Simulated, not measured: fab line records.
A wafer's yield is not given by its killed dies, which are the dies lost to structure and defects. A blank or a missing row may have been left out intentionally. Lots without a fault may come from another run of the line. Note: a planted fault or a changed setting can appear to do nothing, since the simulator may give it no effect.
fab line records	flow rit_cmos
[record] lots = 6	wafers = 18	last_day = 7
route steps=202 shown ACTIVE@1
lots that met no fault: taken from a fault-free run of the same line
start_h: hours from the record's first day to the start of the lot's first wafer shown	wait_h: hours since the lot's step before	" repeats the value in the row above	L1.1+2: a row that stands for several wafers	- no value, or no start given	* or withheld: withheld	< > ~ a bound
route shown NAME@n: names a module that has steps shown in the file, with the first one's number in the route	usual: mean and standard deviation over wafers with no fault	same: alike in all rows	chamber/n: place in a boat	sites: per-site readings	_std_site: how widely they spread, as a standard deviation	_edge_site: mean of outer sites minus mean of inner sites	radius_mm: for every site, how far away it sits from the centre of the wafer	mask NAME#n: copy n	behind: the last tool/chamber to shape the wafer	hold: why the lot was held/for how many hours/how that ended	device: transistor that didn't switch, given as n, p or np	end of line: tests of these same wafers at the route's end	a step with no rows: only its recipe	killed: at the first sort, the dies lost to defects and structure; wafer yield is something else	map: the dies of a wafer, with x for killed, . for not killed, _ for no die there
set.NAME: the setting as run; set.NAME@STEP: as run at that earlier step	model.NAME: the simulator's own value behind a step, which no gauge read
lots at selected steps of the route; one table per step, one row per wafer
services: a tool's chamber out of use, with start hour (start_h, from the record's first day; less than 0 if before it), hours out, and reason
[[steps]]
[step RIT_ACTIVE_BOW_MEAS_00]
[recipe] mode = bow
[usual] INCOMING_BOW = 0/6.2
lot.wafer	tool	chamber	start_h	wait_h	INCOMING_BOW[um]
L559.1	film_metro-04	-	40.00	-	-4
L559.3	"	-	"	"	-6
L559.5	"	-	"	"	4
L563.2	film_metro-02	-	60.02	-	8
L563.5	"	-	"	"	1
L563.6	"	-	"	"	4
L564.2	film_metro-04	-	65.02	-	-2
L564.3	"	-	"	"	0
L564.6	"	-	"	"	-4
L565.2	film_metro-04	-	70.02	-	11
L565.4	"	-	"	"	-12
L565.5	"	-	"	"	0
L573.1	film_metro-02	-	110.00	-	12
L573.3	"	-	"	"	-4
L573.6	"	-	"	"	0
L576.1	film_metro-04	-	125.00	-	-5
L576.2	"	-	"	"	-2
L576.4	"	-	"	"	-11
[step RIT_ACTIVE_OXIDATION_01]
[recipe] temp_c = 1000	ambient = O2	target_thk_a = 468	ox_time_s = 3360
[step RIT_ACTIVE_THK_MEAS_02]
[recipe] reads = SiO2_of_ACTIVE_OXIDATION_01
[usual] ACTIVE_OXIDE_THK = 46.5/0.72
lot.wafer	tool	chamber	start_h	wait_h	ACTIVE_OXIDE_THK[nm]
L559.1	film_metro-02	-	42.05	0.0	47.1
L559.3	"	-	"	"	47.3
L559.5	"	-	"	"	47.4
L563.2	film_metro-03	-	62.06	0.0	46.3
L563.5	"	-	"	"	46.2
L563.6	"	-	"	"	46.4
L564.2	film_metro-03	-	67.06	0.0	48.4
L564.3	"	-	"	"	46.1
L564.6	"	-	"	"	47.4
L565.2	film_metro-04	-	72.06	0.0	45.8
L565.4	"	-	"	"	46.7
L565.5	"	-	"	"	46.0
L573.1	film_metro-02	-	112.19	0.0	46.4
L573.3	"	-	"	"	46.3
L573.6	"	-	"	"	45.8
L576.1	film_metro-02	-	127.05	0.0	45.3
L576.2	"	-	"	"	45.5
L576.4	"	-	"	"	45.1
[step RIT_ACTIVE_CVD_03]
[recipe] material = Si3N4	target_thk_nm = 150	temp_c = 810	precursor = SiH2Cl2/NH3	time_s = 1500	pressure_mtorr = 300	sih2cl2_flow_sccm = 60	nh3_flow_sccm = 150
[usual] zone_power_centre_pct = 39.6/2.8
lot.wafer	tool	chamber	start_h	wait_h	zone_power_centre_pct	model.Si3N4_of_ACTIVE_CVD_03.thk_nm
L559.1	lpcvd-02	1	42.11	0.1	44.9	150.9
L559.3	"	1	"	"	43.6	150.3
L559.5	"	1	"	"	44.2	150.9
L563.2	lpcvd-02	1	62.82	0.7	44.8	151.2
L563.5	"	1	"	"	44.1	148.7
L563.6	"	1	"	"	44.2	150.6
L564.2	lpcvd-02	0	67.11	0.0	36.5	230.4
L564.3	"	0	"	"	35.9	230.7
L564.6	"	0	"	"	36.2	229.8
L565.2	lpcvd-02	0	72.11	0.0	36.2	231.9
L565.4	"	0	"	"	35.9	232.1
L565.5	"	0	"	"	36.7	232
L573.1	lpcvd-01	1	112.25	0.1	39.1	150.4
L573.3	"	1	"	"	39.5	150.1
L573.6	"	1	"	"	39.3	148.2
L576.1	lpcvd-01	1	127.11	0.1	39.6	147.7
L576.2	"	1	"	"	39.5	149.3
L576.4	"	1	"	"	39.3	149
[step RIT_ACTIVE_THK_MEAS_04]
[recipe] reads = Si3N4_of_ACTIVE_CVD_03
[usual] ACTIVE_NITRIDE_THK = 149.8/1.2
lot.wafer	tool	chamber	start_h	wait_h	ACTIVE_NITRIDE_THK[nm]
L559.1	film_metro-03	-	43.53	0.0	150.7
L559.3	"	-	"	"	150.4
L559.5	"	-	"	"	150.9
L563.2	film_metro-04	-	64.25	0.0	151.2
L563.5	"	-	"	"	148.6
L563.6	"	-	"	"	150.5
L564.2	film_metro-04	-	68.54	0.0	230.2
L564.3	"	-	"	"	230.7
L564.6	"	-	"	"	229.7
L565.2	film_metro-04	-	73.54	0.0	232.2
L565.4	"	-	"	"	232.3
L565.5	"	-	"	"	231.9
L573.1	film_metro-04	-	113.66	0.0	150.4
L573.3	"	-	"	"	149.9
L573.6	"	-	"	"	148.2
L576.1	film_metro-03	-	128.53	0.0	147.8
L576.2	"	-	"	"	149.3
L576.4	"	-	"	"	149.1
[step RIT_ACTIVE_HMDS_05]
[recipe] prime_time_s = 60	prime_temp_c = 140
[step RIT_ACTIVE_COAT_06]
[recipe] resist = NOVOLAK	spin_rpm = 3250	resist_thk_nm = 1000
[step RIT_ACTIVE_SOFTBAKE_07]
[recipe] resist = NOVOLAK	temp_c = 90	time_s = 60
[step RIT_ACTIVE_EXPOSE_08]
[recipe] mask_id = M1	na = 0.6	source_shape = conventional	sigma_outer = 0.6	target_cd_nm = 1400	dose_mj = 225
[step RIT_ACTIVE_PEB_09]
[recipe] resist = NOVOLAK	temp_c = withheld	time_s = withheld
[step RIT_ACTIVE_DEVELOP_10]
[recipe] resist = NOVOLAK	develop_time_s = 50	dev_temp_c = 23
[step RIT_ACTIVE_CD_MEAS_11]
[recipe] target_cd_nm = 1400
[usual] cd_nm = 1399.9/2.1
lot.wafer	tool	chamber	start_h	wait_h	cd_nm
L559.1	cd_sem-02	-	44.60	-	1402.1
L559.3	"	-	"	"	1400.1
L559.5	"	-	"	"	1399.4
L563.2	cd_sem-02	-	65.17	-	1400.3
L563.5	"	-	"	"	1403.1
L563.6	"	-	"	"	1401.4
L564.2	cd_sem-02	-	69.58	-	1401.1
L564.3	"	-	"	"	1400.1
L564.6	"	-	"	"	1401.8
L565.2	cd_sem-02	-	74.58	-	1402.0
L565.4	"	-	"	"	1404.7
L565.5	"	-	"	"	1404.8
L573.1	cd_sem-02	-	114.64	-	1399.1
L573.3	"	-	"	"	1398.8
L573.6	"	-	"	"	1398.4
L576.1	cd_sem-01	-	129.58	-	1396.9
L576.2	"	-	"	"	1397.7
L576.4	"	-	"	"	1397.7
[step RIT_ACTIVE_HARDBAKE_12]
[recipe] resist = NOVOLAK	temp_c = 140	time_s = 60
[step RIT_ACTIVE_ETCH_13]
[recipe] stop_on = SiO2	chemistry = SF6	target = Si3N4	time_s = 210	over_etch_frac = 0.4	SF6_flow_sccm = 200	pressure_mtorr = 260	rf_w = 125	target_depth_a = 2100
[usual] drypump_motor_current_A = 5.4/0.41	oes_product_au = 0.817/0.011	throttle_valve_pct = 7.53/0.11
lot.wafer	tool	chamber	start_h	wait_h	drypump_motor_current_A	oes_product_au	rf_hours_counter_h	throttle_valve_pct	model.etch.depth_nm	model.ACTIVE.feature_depth_nm
L559.1	rie_diel-02	2	44.89	0.1	5.4	0.823	101	7.52	150.9	152.6
L559.3	"	0	"	"	5.2	0.836	1	7.56	150.3	150.3
L559.5	"	2	"	"	5.4	0.816	-	7.54	150.9	152.6
L563.2	rie_diel-02	1	65.42	0.1	4.7	0.823	162	7.36	151.2	152.1
L563.5	"	1	"	"	4.7	0.812	-	7.37	148.7	149.6
L563.6	"	0	"	"	5.2	0.846	-	7.54	150.6	150.6
L564.2	rie_diel-01	3	69.92	0.1	5.5	0.952	122	7.57	201.3	201.3
L564.3	"	1	"	"	5.8	0.973	162	7.62	207.4	207.4
L564.6	"	3	"	"	5.5	0.957	-	7.56	203	203
L565.2	rie_diel-03	0	74.83	0.1	5.0	0.976	31	7.55	203.5	203.5
L565.4	"	0	"	"	5.0	0.969	-	7.58	204.2	204.2
L565.5	"	3	"	"	6.6	1.006	-	7.67	218.5	218.5
L573.1	rie_diel-02	1	114.91	0.1	4.7	0.835	0	7.35	150.4	151.2
L573.3	"	3	"	"	5.3	0.817	5	7.65	150.1	150.1
L573.6	"	2	"	"	5.4	0.806	-	7.53	148.2	149.9
L576.1	rie_diel-02	2	129.85	0.1	5.4	0.807	102	7.53	147.7	149.5
L576.2	"	1	"	"	4.7	0.826	0	7.38	149.3	150.2
L576.4	"	3	"	"	5.3	0.813	6	7.67	149	149.1
[step RIT_ACTIVE_STRIP_14]
[recipe] chemistry = O2	time_s = 180	resist = NOVOLAK	platen_temp_c = withheld	power_w = 500	pressure_mtorr = 4000	o2_flow_sccm = 4000
[usual] drypump_motor_current_A = 5.7/0.69
lot.wafer	tool	chamber	start_h	wait_h	drypump_motor_current_A	rf_hours_counter_h
L559.1	plasma_asher-02	0	45.02	0.1	6.2	41
L559.3	"	1	"	"	4.9	-
L559.5	"	1	"	"	4.9	-
L563.2	plasma_asher-01	1	65.55	0.1	5.0	39
L563.5	"	0	"	"	6.5	-
L563.6	"	1	"	"	5.0	-
L564.2	plasma_asher-02	0	70.06	0.1	6.2	44
L564.3	"	1	"	"	4.9	-
L564.6	"	1	"	"	4.9	-
L565.2	plasma_asher-01	1	74.97	0.1	5.0	40
L565.4	"	1	"	"	5.0	-
L565.5	"	0	"	"	6.5	-
L573.1	plasma_asher-01	1	115.04	0.1	5.0	45
L573.3	"	1	"	"	5.0	-
L573.6	"	1	"	"	5.0	-
L576.1	plasma_asher-01	0	129.99	0.1	6.5	47
L576.2	"	1	"	"	5.0	47
L576.4	"	1	"	"	5.0	-
[step RIT_ACTIVE_CD_MEAS_90]
[recipe] target_cd_nm = 1400
[usual] cd_nm = 1399.9/2.2
lot.wafer	tool	chamber	start_h	wait_h	cd_nm
L559.1	cd_sem-02	-	45.20	0.1	1401.5
L559.3	"	-	"	"	1400.3
L559.5	"	-	"	"	1399.3
L563.2	cd_sem-02	-	65.84	0.2	1400.4
L563.5	"	-	"	"	1403.0
L563.6	"	-	"	"	1401.6
L564.2	cd_sem-02	-	70.25	0.1	1400.6
L564.3	"	-	"	"	1400.1
L564.6	"	-	"	"	1402.1
L565.2	cd_sem-02	-	75.16	0.1	1402.0
L565.4	"	-	"	"	1405.0
L565.5	"	-	"	"	1404.7
L573.1	cd_sem-02	-	115.22	0.1	1399.1
L573.3	"	-	"	"	1398.9
L573.6	"	-	"	"	1398.0
L576.1	cd_sem-01	-	130.16	0.1	1396.4
L576.2	"	-	"	"	1397.5
L576.4	"	-	"	"	1397.8
[step RIT_ACTIVE_CLEAN_15]
[recipe] chemistry = SC1	mix = 3:3:50	time_s = 600	temp_c = 75
[step RIT_ACTIVE_CLEAN_16]
[recipe] chemistry = dHF	dilution = 50:1	time_s = 30
lot.wafer	tool	chamber	start_h	wait_h	model.Si3N4_of_ACTIVE_CVD_03.thk_nm
L559.1	wet_bench-03	1	45.49	0.0	150.1
L559.3	"	1	"	"	149.4
L559.5	"	1	"	"	150
L563.2	wet_bench-03	3	66.12	0.0	150.4
L563.5	"	3	"	"	147.9
L563.6	"	3	"	"	149.8
L564.2	wet_bench-02	2	70.53	0.0	229.6
L564.3	"	2	"	"	229.9
L564.6	"	2	"	"	229
L565.2	wet_bench-03	3	75.44	0.0	231.1
L565.4	"	3	"	"	231.3
L565.5	"	3	"	"	231.2
L573.1	wet_bench-02	0	115.53	0.0	149.5
L573.3	"	0	"	"	149.2
L573.6	"	0	"	"	147.4
L576.1	wet_bench-03	3	130.47	0.0	146.9
L576.2	"	3	"	"	148.5
L576.4	"	3	"	"	148.2
[step RIT_ACTIVE_CLEAN_17]
[recipe] chemistry = SC2	mix = 3:3:50	time_s = 600	temp_c = 75	dry = n2_spin
[[services]]
tool	chamber	start_h	hours	kind
rie_diel-02	1	28.45	5.9	repair
rie_diel-03	2	35.07	3.8	repair
wet_bench-02	-	43.25	4.5	repair
rie_diel-03	1	60.53	17.7	repair
wet_bench-02	-	75.96	1.9	pm
plasma_asher-02	-	80.01	1.5	repair
rie_diel-02	1	82.89	-	clean
rie_diel-02	1	82.89	17.1	scheduled_down
rie_diel-02	1	82.89	17.1	vent_cycle
rie_diel-01	1	91.23	-	clean
rie_diel-01	1	91.23	23.0	scheduled_down
rie_diel-01	1	91.23	23.0	vent_cycle
rie_diel-02	2	96.00	14.4	repair
plasma_asher-02	-	108.75	9.0	pm
plasma_asher-02	0	108.75	9.0	vent_cycle
plasma_asher-02	1	108.75	9.0	vent_cycle
plasma_asher-02	0	117.75	-	clean
plasma_asher-02	1	117.75	-	clean
rie_diel-02	-	117.91	2.8	pm
rie_diel-03	2	119.95	2.7	repair
rie_diel-03	3	123.51	4.8	repair
[[key]]
[first_sign] step = RIT_ACTIVE_THK_MEAS_04	reading = ACTIVE_NITRIDE_THK	direction = up	sigmas = 70	usual = 149.8	struck = 231.2
[effect] step = RIT_ACTIVE_ETCH_13	reading = oes_product_au	direction = up	sigmas = 14	usual = 0.817	struck = 0.972
[model_effect] step = RIT_ACTIVE_CVD_03	value = Si3N4_of_ACTIVE_CVD_03.thk_nm	without = 149.7	struck = 231.2
[model_effect] step = RIT_ACTIVE_ETCH_13	value = etch.depth_nm	without = 149.7	struck = 206.3
[model_effect] step = RIT_ACTIVE_CLEAN_16	value = Si3N4_of_ACTIVE_CVD_03.thk_nm	without = 148.9	struck = 230.3
met_at RIT_ACTIVE_CVD_03
struck_wafers L564.2,L564.3,L564.6,L565.2,L565.4,L565.5
later_rows_left_out L564.2,L564.3,L564.6,L565.2,L565.4,L565.5
sort_left_out L564.2,L564.3,L564.6,L565.2,L565.4,L565.5
tester_left_out L564,L565
onset_between 62.82 67.11
[fault] kind = process_parameter_drift	tool = lpcvd-02	chamber = -	onset_h = 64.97	steps = RIT_ACTIVE_CVD_03	channel = target_thk_nm	offset = 81.461	shape = step	end_h = 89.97	acts_in = these_recipes_only	stated = 150
// tester_left_out: of these lots the tester's yield and bins aren't shown, on N5 and GAA mostly nor the transistor test; their killed dies are dies lost to structure and defects alone, not to doping, threshold or leakage, so they don't give the yield
// sort_left_out: the simulated sort isn't trusted on such a fault, so these wafers' sort isn't shown, and their yield isn't known
// later_rows_left_out: the simulator's readings of these wafers behind a module that went badly wrong aren't trusted and aren't shown, but for the sort
